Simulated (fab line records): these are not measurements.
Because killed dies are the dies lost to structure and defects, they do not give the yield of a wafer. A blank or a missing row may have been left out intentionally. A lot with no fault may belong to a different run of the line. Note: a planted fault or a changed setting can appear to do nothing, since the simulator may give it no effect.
Which tool is to blame? :: flow rit cmos :: Sampling: 15 lots, 45 wafers, 2 of 202 route steps

WHAT EACH GAUGE READ, for each wafer
The record lacks any reading of a measuring or inspecting step that a usual standard deviation could be used to judge.

TOOL THAT RAN EACH LOT (tool first, then ch and the chambers of the sampled wafers, then the start)
lot: L995
RIT_ACTIVE_STRIP_14: plasma asher-02 ch 0, day 1 19:58
RIT_M1_PROBE_99: prober-02, day 3 18:04

lot: L996
RIT_ACTIVE_STRIP_14: plasma asher-04 ch 0, day 2 01:06
RIT_M1_PROBE_99: -

lot: L997
RIT_ACTIVE_STRIP_14: plasma asher-02 ch 0,1, day 2 06:42
RIT_M1_PROBE_99: prober-02, day 4 05:20

lot: L999
RIT_ACTIVE_STRIP_14: plasma asher-02 ch 0,1, day 2 17:39
RIT_M1_PROBE_99: prober-02, day 4 15:22

lot: L100
RIT_ACTIVE_STRIP_14: plasma asher-04 ch 0,1, day 2 21:55
RIT_M1_PROBE_99: prober-01, day 4 21:29

lot: L101
RIT_ACTIVE_STRIP_14: plasma asher-02 ch 0,1, day 3 02:59
RIT_M1_PROBE_99: prober-02, day 5 01:04

lot: L102
RIT_ACTIVE_STRIP_14: plasma asher-04 ch 0,1, day 3 06:58
RIT_M1_PROBE_99: prober-01, day 5 03:37

lot: L105
RIT_ACTIVE_STRIP_14: plasma asher-02 ch 0, day 3 23:25
RIT_M1_PROBE_99: prober-02, day 5 23:38

lot: L106
RIT_ACTIVE_STRIP_14: plasma asher-02 ch 0,1, day 4 03:50
RIT_M1_PROBE_99: -

lot: L108
RIT_ACTIVE_STRIP_14: plasma asher-04 ch 0,1, day 4 14:53
RIT_M1_PROBE_99: prober-01, day 6 21:35

lot: L113
RIT_ACTIVE_STRIP_14: plasma asher-04 ch 0,1, day 5 17:23
RIT_M1_PROBE_99: -

lot: L114
RIT_ACTIVE_STRIP_14: plasma asher-01 ch 0,1, day 5 20:03
RIT_M1_PROBE_99: -

lot: L115
RIT_ACTIVE_STRIP_14: plasma asher-02 ch 0,1, day 6 04:41
RIT_M1_PROBE_99: prober-02, day 8 17:07

lot: L116
RIT_ACTIVE_STRIP_14: plasma asher-02 ch 0,1, day 6 09:43
RIT_M1_PROBE_99: -

lot: L117
RIT_ACTIVE_STRIP_14: plasma asher-02 ch 0,1, day 6 11:49
RIT_M1_PROBE_99: -
- RIT_ACTIVE_STRIP_14: strips in O2, time 180 s.
- RIT_M1_PROBE_99

AS READ BY THE TOOLS THEMSELVES (means over the sampled wafers that have a number; for cases with no such wafer, the mark the record gives instead)
RIT_ACTIVE_STRIP_14. Usual: chamber pressure mTorr 4000 mTorr, standard deviation 3.9; drypump motor current A 5.8 A, standard deviation 0.51.
lot: L995
tool: plasma asher-02
chamber pressure mTorr (mTorr): 4000
drypump motor current A (A): 6.5
flag: 

lot: L996
tool: plasma asher-04
chamber pressure mTorr (mTorr): 3997
drypump motor current A (A): 5.3
flag: 

lot: L997
tool: plasma asher-02
chamber pressure mTorr (mTorr): 4000
drypump motor current A (A): 6.1
flag: 

lot: L999
tool: plasma asher-02
chamber pressure mTorr (mTorr): -
drypump motor current A (A): -
flag: OFF

lot: L100
tool: plasma asher-04
chamber pressure mTorr (mTorr): -
drypump motor current A (A): -
flag: OFF

lot: L101
tool: plasma asher-02
chamber pressure mTorr (mTorr): -
drypump motor current A (A): -
flag: OFF

lot: L102
tool: plasma asher-04
chamber pressure mTorr (mTorr): 3999
drypump motor current A (A): 5.7
flag: 

lot: L105
tool: plasma asher-02
chamber pressure mTorr (mTorr): 3997
drypump motor current A (A): 6.5
flag: 

lot: L106
tool: plasma asher-02
chamber pressure mTorr (mTorr): 4002
drypump motor current A (A): 6.1
flag: 

lot: L108
tool: plasma asher-04
chamber pressure mTorr (mTorr): 3995
drypump motor current A (A): 5.5
flag: 

lot: L113
tool: plasma asher-04
chamber pressure mTorr (mTorr): 3998
drypump motor current A (A): 5.7
flag: 

lot: L114
tool: plasma asher-01
chamber pressure mTorr (mTorr): 4002
drypump motor current A (A): 5.2
flag: 

lot: L115
tool: plasma asher-02
chamber pressure mTorr (mTorr): 4001
drypump motor current A (A): 6.3
flag: 

lot: L116
tool: plasma asher-02
chamber pressure mTorr (mTorr): 3997
drypump motor current A (A): 6.3
flag: 

lot: L117
tool: plasma asher-02
chamber pressure mTorr (mTorr): 4002
drypump motor current A (A): 6.3
flag: 

RIT_M1_PROBE_99. Usual: killed at contacts 0.1, standard deviation 0.27; killed at front end 7, standard deviation 3.1; killed dies 7, standard deviation 3.2; killed on rim 1.8, standard deviation 1.4; killed open 3.8, standard deviation 2.1; killed short 3.6, standard deviation 2.
lot: L995
tool: prober-02
killed at contacts: 0.0
killed at front end: 7
killed dies: 7
killed on rim: 1.7
killed open: 3.0
killed short: 4.0
flag: 

lot: L997
tool: prober-02
killed at contacts: 0.0
killed at front end: 8
killed dies: 8
killed on rim: 0.7
killed open: 3.7
killed short: 4.3
flag: 

lot: L999
tool: prober-02
killed at contacts: 0.0
killed at front end: 264
killed dies: 264
killed on rim: 70.0
killed open: 2.3
killed short: 6.0
flag: OFF

lot: L100
tool: prober-01
killed at contacts: 0.3
killed at front end: 264
killed dies: 264
killed on rim: 70.0
killed open: 2.3
killed short: 3.0
flag: OFF

lot: L101
tool: prober-02
killed at contacts: 0.0
killed at front end: 264
killed dies: 264
killed on rim: 70.0
killed open: 4.0
killed short: 3.0
flag: OFF

lot: L102
tool: prober-01
killed at contacts: 0.0
killed at front end: 8
killed dies: 8
killed on rim: 2.3
killed open: 3.3
killed short: 5.0
flag: 

lot: L105
tool: prober-02
killed at contacts: 0.0
killed at front end: 8
killed dies: 8
killed on rim: 1.3
killed open: 4.0
killed short: 4.0
flag: 

lot: L108
tool: prober-01
killed at contacts: 0.0
killed at front end: 7
killed dies: 7
killed on rim: 2.0
killed open: 4.7
killed short: 2.0
flag: 

lot: L115
tool: prober-02
killed at contacts: 0.0
killed at front end: 4
killed dies: 4
killed on rim: 1.7
killed open: 2.7
killed short: 1.7
flag: 

THE ANSWER, worked out from the rows above alone
Rule: take the mean of a lot's wafers that have a number; if it is more than 3 standard deviations from the usual mean, the lot is off. A lot without any number at a reading at which 4 lots or more have one is off too. The other lots that the step has rows for count as sound. The gauges are gone through in route order, then the tools' own readings, and for those a lot's mean is taken as printed above. At the first step where some lot is off, the reading lying furthest off is the one used; lots without a number count as furthest.
Off at RIT_ACTIVE_STRIP_14 (chamber pressure mTorr): L999, L100, L101. Without a number there: L999, L100, L101.
A tool fits if, at that step or a process step before it, it ran every lot that is off, and no sound lot after the first of them. No candidate that was tried fits.

WHAT THE SIMULATOR PUT IN
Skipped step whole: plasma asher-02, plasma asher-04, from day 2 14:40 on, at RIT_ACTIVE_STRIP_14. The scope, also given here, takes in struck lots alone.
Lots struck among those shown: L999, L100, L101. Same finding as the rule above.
